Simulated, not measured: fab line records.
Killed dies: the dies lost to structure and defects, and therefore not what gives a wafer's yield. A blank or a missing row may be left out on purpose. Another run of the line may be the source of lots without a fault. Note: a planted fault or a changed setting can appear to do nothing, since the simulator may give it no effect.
fab line records -- flow rit_cmos
[record] lots = 14, wafers = 42, last_day = 7
route steps=202 shown CONTACT@180 M1@202
lots untouched by any fault: they come from a run of this same line in which no faults occurred
start_h: hours from the record's first day to the start of the lot's first wafer shown -- wait_h: hours from the lot's prior step to this one -- " unchanged from the row above -- L1.1+2: a row that stands for several wafers -- - no value present, or no start provided -- * or withheld: withheld -- < > ~ a bound
route shown NAME@n: names a module that has steps shown in the file, with the first one's number in the route -- usual: mean/standard deviation taken from wafers without a fault -- same: alike in all rows -- chamber/n: place in a boat -- sites: each site's reading -- _std_site: the values' standard deviation -- _edge_site: outer sites' mean less inner sites' -- radius_mm: for every site, how far away it sits from the centre of the wafer -- mask NAME#n: copy n -- behind: the most recent tool/chamber to have shaped the wafer -- hold: why the lot was held/for how many hours/how that ended -- device: which transistor (n, p or np) failed to switch -- end of line: tests of these same wafers at the route's end -- a step given without rows: its recipe and nothing more -- killed: dies lost to structure and defects at the first sort, not the wafer's yield -- map: shows each die of a wafer: x if killed, . if not, _ if none is there
set.NAME: the setting that was run; set.NAME@STEP: the one run at that earlier step -- model.NAME: the simulator's own value behind a step, which no gauge read
route steps across a sampled set of lots; one table per step, one row per wafer
services: from which hour (start_h, from the record's first day; less than 0 if before it) a tool's chamber was out of use, for how many hours, and why
[[steps]]
[step RIT_CONTACT_STRIP_12]
[recipe] chemistry = O2, time_s = 180, resist = NOVOLAK, platen_temp_c = withheld, power_w = 500, pressure_mtorr = 4000, o2_flow_sccm = 4000
[usual] drypump_motor_current_A = 5.5/0.5, rf_refl_power_W = 6.5/1.5, run_length_s = 208.1/0.35
lot.wafer,tool,chamber,start_h,wait_h,drypump_motor_current_A,rf_hours_counter_h,rf_refl_power_W,run_length_s
L526.3,plasma_asher-02,0,53.23,0.2,5.4,-,4.8,207.7
L526.4,plasma_asher-02,1,53.23,0.2,4.8,-,8.0,208.5
L526.5,plasma_asher-02,0,53.23,0.2,5.4,-,4.6,208.1
L527.3,plasma_asher-01,0,57.35,0.2,6.2,-,5.6,207.5
L527.4,plasma_asher-01,1,57.35,0.2,5.2,-,5.2,208.0
L527.6,plasma_asher-01,1,57.35,0.2,5.2,-,5.5,208.1
L528.1,plasma_asher-02,0,61.98,0.1,5.4,26,4.7,207.7
L528.2,plasma_asher-02,1,61.98,0.1,4.8,26,7.6,208.2
L528.6,plasma_asher-02,0,61.98,0.1,5.4,-,4.6,207.7
L529.1,plasma_asher-01,1,67.04,0.1,5.2,44,5.7,208.0
L529.3,plasma_asher-01,0,67.04,0.1,6.3,-,5.7,207.7
L529.5,plasma_asher-01,0,67.04,0.1,6.3,-,5.5,207.5
L530.2,plasma_asher-02,1,73.43,0.1,4.8,28,7.7,208.5
L530.4,plasma_asher-02,0,73.43,0.1,5.4,-,4.7,207.6
L530.5,plasma_asher-02,0,73.43,0.1,5.4,-,4.6,208.1
L531.1,plasma_asher-01,1,77.80,0.1,5.2,45,5.4,208.0
L531.2,plasma_asher-01,0,77.80,0.1,6.3,45,5.6,207.7
L531.6,plasma_asher-01,1,77.80,0.1,5.2,-,5.2,208.5
L534.2,plasma_asher-01,0,93.84,0.1,6.3,46,5.6,207.5
L534.3,plasma_asher-01,1,93.84,0.1,5.2,-,5.4,232.7
L534.4,plasma_asher-01,0,93.84,0.1,6.3,-,5.5,207.8
L538.3,plasma_asher-01,1,114.96,0.2,5.2,-,5.8,232.6
L538.4,plasma_asher-01,0,114.96,0.2,6.3,-,5.6,207.7
L538.5,plasma_asher-01,1,114.96,0.2,5.2,-,5.6,232.9
L539.1,plasma_asher-02,1,116.99,0.1,4.8,32,7.9,208.2
L539.2,plasma_asher-02,0,116.99,0.1,5.4,32,4.9,208.3
L539.6,plasma_asher-02,0,116.99,0.1,5.4,-,4.6,207.9
L544.3,plasma_asher-03,0,143.28,0.2,5.5,-,8.8,208.2
L544.5,plasma_asher-03,0,143.28,0.2,5.5,-,8.8,208.9
L544.6,plasma_asher-03,1,143.28,0.2,6.0,-,7.7,209.0
L545.4,plasma_asher-02,1,146.91,0.2,4.8,-,7.7,208.1
L545.5,plasma_asher-02,1,146.91,0.2,4.8,-,7.7,208.3
L545.6,plasma_asher-02,0,146.91,0.2,5.4,-,4.9,207.8
L547.1,plasma_asher-03,1,157.68,0.1,6.0,4,8.4,208.5
L547.4,plasma_asher-03,0,157.68,0.1,5.5,-,8.8,208.2
L547.6,plasma_asher-03,0,157.68,0.1,5.5,-,8.7,208.5
L548.4,plasma_asher-02,1,162.23,0.2,4.8,-,8.0,208.5
L548.5,plasma_asher-02,0,162.23,0.2,5.4,-,4.8,207.9
L548.6,plasma_asher-02,1,162.23,0.2,4.8,-,7.8,208.3
L549.2,plasma_asher-03,0,166.64,0.1,5.5,5,8.9,208.3
L549.4,plasma_asher-03,1,166.64,0.1,6.0,-,7.5,208.4
L549.5,plasma_asher-03,0,166.64,0.1,5.5,-,9.1,208.4
[step RIT_M1_PROBE_99]
[usual] killed_at_M0_to_M3 = 0.0/0.12, killed_at_contacts = 0.1/0.35, killed_at_front_end = 6.6/2.7, killed_dies = 6.7/2.8, killed_on_rim = 1.8/1.5, killed_open = 3.4/2.1, killed_short = 3.3/1.8
[same] gross_dies = 264, killed_at_M4_up = 0, killed_at_back_side = 0, killed_at_other = 0
lot.wafer,tool,chamber,start_h,wait_h,killed_at_M0_to_M3,killed_at_contacts,killed_at_front_end,killed_dies,killed_on_rim,killed_open,killed_short
L526.3,prober-02,-,58.07,0.2,0,0,6,6,2,3,3
L526.4,prober-02,-,58.12,0.2,0,0,6,6,1,3,3
L526.5,prober-02,-,58.17,0.2,0,0,7,7,3,5,2
L527.3,prober-01,-,62.05,0.2,0,0,6,6,2,6,0
L527.4,prober-01,-,62.10,0.2,0,0,2,2,0,0,2
L527.6,prober-01,-,62.20,0.2,0,0,7,7,0,3,4
L528.1,prober-02,-,66.64,0.1,0,0,4,4,2,1,3
L528.2,prober-02,-,66.69,0.1,0,0,8,8,1,1,7
L528.6,prober-02,-,66.89,0.2,0,0,5,5,1,1,4
L529.1,prober-01,-,71.84,0.1,0,0,3,3,0,1,2
L529.3,prober-01,-,71.94,0.2,0,0,1,1,0,0,1
L529.5,prober-01,-,72.04,0.2,0,0,10,10,2,5,5
L530.2,prober-02,-,78.50,0.1,0,1,7,8,1,6,2
L530.4,prober-02,-,78.60,0.2,0,0,4,4,0,3,1
L530.5,prober-02,-,78.65,0.2,0,0,9,9,3,6,3
L531.1,prober-01,-,82.58,0.1,0,0,5,5,1,2,3
L531.2,prober-01,-,82.63,0.1,0,0,1,1,0,1,0
L531.6,prober-01,-,82.83,0.2,0,0,2,2,0,1,1
L534.2,prober-02,-,98.73,0.1,0,0,5,5,1,2,3
L534.3,prober-02,-,98.78,0.2,0,0,7,7,3,5,2
L534.4,prober-02,-,98.83,0.2,0,0,6,6,3,1,5
L538.3,prober-02,-,120.15,0.2,0,0,8,8,5,4,4
L538.4,prober-02,-,120.20,0.2,1,0,2,3,0,0,3
L538.5,prober-02,-,120.25,0.2,0,0,10,10,1,8,2
L539.1,prober-01,-,121.77,0.1,0,0,10,10,1,5,5
L539.2,prober-01,-,121.82,0.1,0,0,11,11,2,5,6
L539.6,prober-01,-,122.02,0.2,0,0,8,8,3,4,4
L544.3,prober-02,-,148.11,0.2,0,0,5,5,0,2,3
L544.5,prober-02,-,148.21,0.2,0,0,3,3,2,2,1
L544.6,prober-02,-,148.26,0.2,0,1,6,7,1,2,5
L545.4,prober-01,-,151.81,0.2,0,1,8,9,3,4,5
L545.5,prober-01,-,151.86,0.2,0,0,7,7,2,4,3
L545.6,prober-01,-,151.91,0.2,0,0,4,4,0,3,1
L547.1,prober-01,-,163.67,0.1,0,0,9,9,3,8,1
L547.4,prober-01,-,163.82,0.2,0,0,8,8,4,4,4
L547.6,prober-01,-,163.92,0.2,0,0,6,6,1,4,2
L548.4,prober-02,-,170.04,0.2,0,0,2,2,0,1,1
L548.5,prober-02,-,170.09,0.2,0,0,4,4,1,3,1
L548.6,prober-02,-,170.14,0.2,0,0,11,11,3,8,3
L549.2,prober-01,-,172.76,0.1,0,0,8,8,1,5,3
L549.4,prober-01,-,172.86,0.2,0,0,9,9,4,5,4
L549.5,prober-01,-,172.91,0.2,0,0,10,10,2,5,5
// killed by level:class
L526.3 GATE:geometric_particle:short=2 FOX1:geometric_particle:open=1 GATE:geometric_particle:open=1 SILICIDE:geometric_particle:short=1 SILICIDE:geometric_particle:open=1
L526.4 GATE:geometric_particle:open=2 REOX:geometric_particle:short=2 SPACER:geometric_particle:open=1 SILICIDE:geometric_particle:short=1
L526.5 GATE:geometric_particle:open=3 FOX1:geometric_particle:open=1 GATE:geometric_particle:short=1 REOX:geometric_particle:open=1 SPACER:geometric_particle:short=1
L527.3 GATE:geometric_particle:open=4 SPACER:geometric_particle:open=1 SILICIDE:geometric_particle:open=1
L527.4 FOX1:geometric_particle:short=1 GATE:geometric_particle:short=1
L527.6 GATE:geometric_particle:open=3 GATE:geometric_particle:short=3 ACTIVE:geometric_particle:short=1
L528.1 FOX1:geometric_particle:short=1 GATE:geometric_particle:open=1 REOX:geometric_particle:short=1 SILICIDE:geometric_particle:short=1
L528.2 REOX:geometric_particle:short=4 FOX1:geometric_particle:short=2 GATE:geometric_particle:short=1 GATE:geometric_particle:open=1
L528.6 FOX1:geometric_particle:short=2 GATE:geometric_particle:short=1 GATE:geometric_particle:open=1 SPACER:geometric_particle:short=1
L529.1 REOX:geometric_particle:short=2 REOX:geometric_particle:open=1
L529.3 SILICIDE:geometric_particle:short=1
L529.5 GATE:geometric_particle:short=2 SPACER:geometric_particle:open=2 SILICIDE:geometric_particle:short=2 FOX2:geometric_particle:open=1 GATE:geometric_particle:open=1 SPACER:geometric_particle:short=1 SILICIDE:geometric_particle:open=1
L530.2 GATE:geometric_particle:open=2 FOX1:geometric_particle:open=1 FOX2:geometric_particle:short=1 GATE:geometric_particle:short=1 REOX:geometric_particle:open=1 SPACER:geometric_particle:open=1 CONTACT:geometric_particle:open=1
L530.4 GATE:geometric_particle:open=3 SILICIDE:geometric_particle:short=1
L530.5 GATE:geometric_particle:open=5 GATE:geometric_particle:short=1 REOX:geometric_particle:short=1 SPACER:geometric_particle:short=1 SILICIDE:geometric_particle:open=1
L531.1 GATE:geometric_particle:short=2 FOX2:geometric_particle:open=1 FOX2:geometric_particle:short=1 REOX:geometric_particle:open=1
L531.2 FOX1:geometric_particle:open=1
L531.6 FOX2:geometric_particle:open=1 SILICIDE:geometric_particle:short=1
L534.2 GATE:geometric_particle:open=1 REOX:geometric_particle:short=1 SPACER:geometric_particle:short=1 SILICIDE:geometric_particle:short=1 SILICIDE:geometric_particle:open=1
L534.3 FOX1:geometric_particle:open=3 GATE:geometric_particle:open=2 FOX1:geometric_particle:short=1 GATE:geometric_particle:short=1
L534.4 GATE:geometric_particle:short=4 GATE:geometric_particle:open=1 SILICIDE:geometric_particle:short=1
L538.3 GATE:geometric_particle:open=4 SILICIDE:geometric_particle:short=2 REOX:geometric_particle:short=1 SPACER:geometric_particle:short=1
L538.4 GATE:geometric_particle:short=1 SILICIDE:geometric_particle:short=1 M1:geometric_particle:short=1
L538.5 GATE:geometric_particle:open=4 FOX2:geometric_particle:open=1 FOX2:geometric_particle:short=1 GATE:geometric_particle:short=1 REOX:geometric_particle:open=1 SPACER:geometric_particle:open=1 SILICIDE:geometric_particle:open=1
L539.1 SPACER:geometric_particle:short=4 SPACER:geometric_particle:open=2 FOX1:geometric_particle:short=1 FOX2:geometric_particle:open=1 GATE:geometric_particle:open=1 REOX:geometric_particle:open=1
L539.2 FOX1:geometric_particle:short=2 FOX1:geometric_particle:open=2 FOX2:geometric_particle:open=1 GATE:geometric_particle:short=1 REOX:geometric_particle:short=1 REOX:geometric_particle:open=1 SPACER:geometric_particle:short=1 SILICIDE:geometric_particle:open=1
L539.6 FOX1:geometric_particle:short=2 GATE:geometric_particle:open=2 GATE:geometric_particle:short=2 FOX1:geometric_particle:open=1 FOX2:geometric_particle:open=1
L544.3 FOX1:geometric_particle:short=2 FOX2:geometric_particle:open=2 FOX2:geometric_particle:short=1
L544.5 FOX1:geometric_particle:open=1 GATE:geometric_particle:short=1 SPACER:geometric_particle:open=1
L544.6 SPACER:geometric_particle:short=2 FOX1:geometric_particle:open=1 GATE:geometric_particle:open=1 REOX:geometric_particle:short=1 SILICIDE:geometric_particle:short=1 CONTACT:geometric_particle:short=1
L545.4 GATE:geometric_particle:open=4 FOX1:geometric_particle:short=1 GATE:geometric_particle:short=1 REOX:geometric_particle:short=1 SILICIDE:geometric_particle:short=1 CONTACT:geometric_particle:short=1
L545.5 SPACER:geometric_particle:open=2 FOX1:geometric_particle:open=1 GATE:geometric_particle:short=1 REOX:geometric_particle:short=1 REOX:geometric_particle:open=1 SPACER:geometric_particle:short=1
L545.6 FOX1:geometric_particle:open=1 GATE:geometric_particle:open=1 REOX:geometric_particle:short=1 SPACER:geometric_particle:open=1
L547.1 SPACER:geometric_particle:open=3 FOX2:geometric_particle:open=2 SILICIDE:geometric_particle:open=2 GATE:geometric_particle:short=1 GATE:geometric_particle:open=1
L547.4 FOX2:geometric_particle:short=2 GATE:geometric_particle:short=2 FOX1:geometric_particle:open=1 FOX2:geometric_particle:open=1 GATE:geometric_particle:open=1 SPACER:geometric_particle:open=1
L547.6 FOX1:geometric_particle:open=1 GATE:geometric_particle:open=1 GATE:geometric_particle:short=1 REOX:geometric_particle:short=1 SPACER:geometric_particle:open=1 SILICIDE:geometric_particle:open=1
L548.4 GATE:geometric_particle:short=1 GATE:geometric_particle:open=1
L548.5 FOX1:geometric_particle:open=2 GATE:geometric_particle:short=1 REOX:geometric_particle:open=1
L548.6 GATE:geometric_particle:open=7 FOX1:geometric_particle:short=1 GATE:geometric_particle:short=1 REOX:geometric_particle:open=1 SILICIDE:geometric_particle:short=1
L549.2 GATE:geometric_particle:open=3 FOX2:geometric_particle:short=2 FOX1:geometric_particle:short=1 FOX2:geometric_particle:open=1 REOX:geometric_particle:open=1
L549.4 GATE:geometric_particle:open=2 FOX1:geometric_particle:open=1 FOX1:geometric_particle:short=1 GATE:geometric_particle:short=1 REOX:geometric_particle:short=1 REOX:geometric_particle:open=1 SILICIDE:geometric_particle:short=1 SILICIDE:geometric_particle:open=1
L549.5 FOX1:geometric_particle:short=3 SPACER:geometric_particle:open=2 GATE:geometric_particle:short=1 GATE:geometric_particle:open=1 REOX:geometric_particle:open=1 SPACER:geometric_particle:short=1 SILICIDE:geometric_particle:open=1
[[services]]
tool,chamber,start_h,hours,kind
plasma_asher-02,-,29.96,0.8,repair
plasma_asher-01,-,102.22,7.6,repair
plasma_asher-03,-,108.75,9.0,pm
plasma_asher-03,0,108.75,9.0,vent_cycle
plasma_asher-03,1,108.75,9.0,vent_cycle
plasma_asher-03,0,117.75,-,clean
plasma_asher-03,1,117.75,-,clean
plasma_asher-03,-,150.44,2.8,pm
plasma_asher-02,-,164.71,5.1,repair
[[key]]
[first_sign] step = RIT_CONTACT_STRIP_12, reading = run_length_s, direction = up, sigmas = 70, usual = *, struck = *
effect none on later readings
met_at RIT_CONTACT_STRIP_12
struck_lots L534,L538
struck_wafers L534.3,L538.3,L538.5
tester_left_out L534,L538
onset_between 77.80 93.84
[fault] kind = process_parameter_drift, tool = plasma_asher-01, chamber = 1, onset_h = 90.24, steps = RIT_CONTACT_STRIP_12, channel = time_s, offset = *, shape = step, end_h = 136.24, acts_in = *, stated = *
// tester_left_out: of these lots the tester's yield and bins aren't shown, on N5 and GAA mostly nor the transistor test; their killed dies are dies lost to structure and defects alone, not to doping, threshold or leakage, so they don't give the yield
